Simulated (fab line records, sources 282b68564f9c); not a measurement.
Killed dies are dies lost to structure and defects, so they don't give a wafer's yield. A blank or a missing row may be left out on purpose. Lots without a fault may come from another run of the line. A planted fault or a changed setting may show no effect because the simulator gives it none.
A struck lot beside a sound one | flow rit_cmos | 17 steps out of a route of 202
Sound: wafers L977.1, L977.4, L977.5. Struck: wafers L984.1, L984.2, L984.5. The cause comes at the end.
At each step with rows: each side's tool, then ch and its chambers, then its first start. Under that, the readings that differ: sound wafers | struck wafers | difference of the means | sigmas: that difference in standard deviations of wafers without a fault.
alike: readings whose means differ by less than 2 such deviations, and words and numbers that are the same on both sides. not compared: withheld readings, readings that some wafer has no value for, bounds like >300 that may hide the same value, and numbers for which the record gives no deviation and whose values overlap.
The two part at a step that has a row with sigmas, a row that says differs or no value, or rows on one side only. Numbers that don't overlap but have no deviation are shown without sigmas and don't part them. A reading that every wafer of one side lacks parts them only if that side has two wafers or more.

first, 2 steps without rows for these wafers: RIT_NRETRO_HARDBAKE_07 (time 120 s); RIT_NRETRO_IMPLANT_08.
RIT_NRETRO_STRIP_09: strips in O2, time 180 s.
  sound on plasma_asher-04 ch 0, day 3 12:53; struck on plasma_asher-04 ch 0,1, day 4 19:32
  alike: drypump_motor_current_A
  not compared: rf_hours_counter_h
RIT_NRETRO_TW_MEAS_10:
  sound on film_metro-04, day 3 13:04; struck on film_metro-02, day 4 19:43
  alike: NRETRO_TW
then, 6 steps without rows for these wafers: RIT_PRETRO_HMDS_00 (prime time 60 s); RIT_PRETRO_COAT_01 (resist thk 1300 nm); RIT_PRETRO_SOFTBAKE_02 (time 60 s); RIT_PRETRO_EXPOSE_03 (exposes mask M5, target cd 43700 nm); RIT_PRETRO_PEB_04; RIT_PRETRO_DEVELOP_05 (develop time 68 s).
RIT_PRETRO_OVL_MEAS_06:
  sound on overlay-02, day 3 14:00; struck on overlay-01, day 4 21:07
  alike: PRETRO_OVL
then, 1 step without rows for these wafers: RIT_PRETRO_HARDBAKE_07 (time 120 s).
RIT_PRETRO_IMPLANT_08:
  sound on implanter-04 ch 0, day 3 14:17; struck on implanter-01 ch 0, day 4 21:43
  alike: faraday_current_uA
RIT_PRETRO_STRIP_09: strips in O2, time 180 s.
  sound on plasma_asher-02 ch 0,1, day 3 14:26; struck on plasma_asher-02 ch 0,1, day 4 21:52
  alike: drypump_motor_current_A
  not compared: rf_hours_counter_h
RIT_PRETRO_TW_MEAS_10:
  sound on film_metro-03, day 3 14:37; struck on film_metro-02, day 4 22:02
  reading   | sound       | struck      | difference | sigmas
  PRETRO_TW | 472 476 476 | 588 585 591 | +113       | +28
then, 1 step without rows for these wafers: RIT_GATE_WET_ETCH_00 (etches SiO2 in BOE, target depth 56 nm, time 60 s).
RIT_M1_PROBE_99:
  the record has rows for the struck wafers here (prober-02, day 6 04:54) and none for the sound ones

WHERE THEY PART
First at RIT_PRETRO_TW_MEAS_10; last, within this record, at RIT_M1_PROBE_99.

WHY: what the simulator had put in
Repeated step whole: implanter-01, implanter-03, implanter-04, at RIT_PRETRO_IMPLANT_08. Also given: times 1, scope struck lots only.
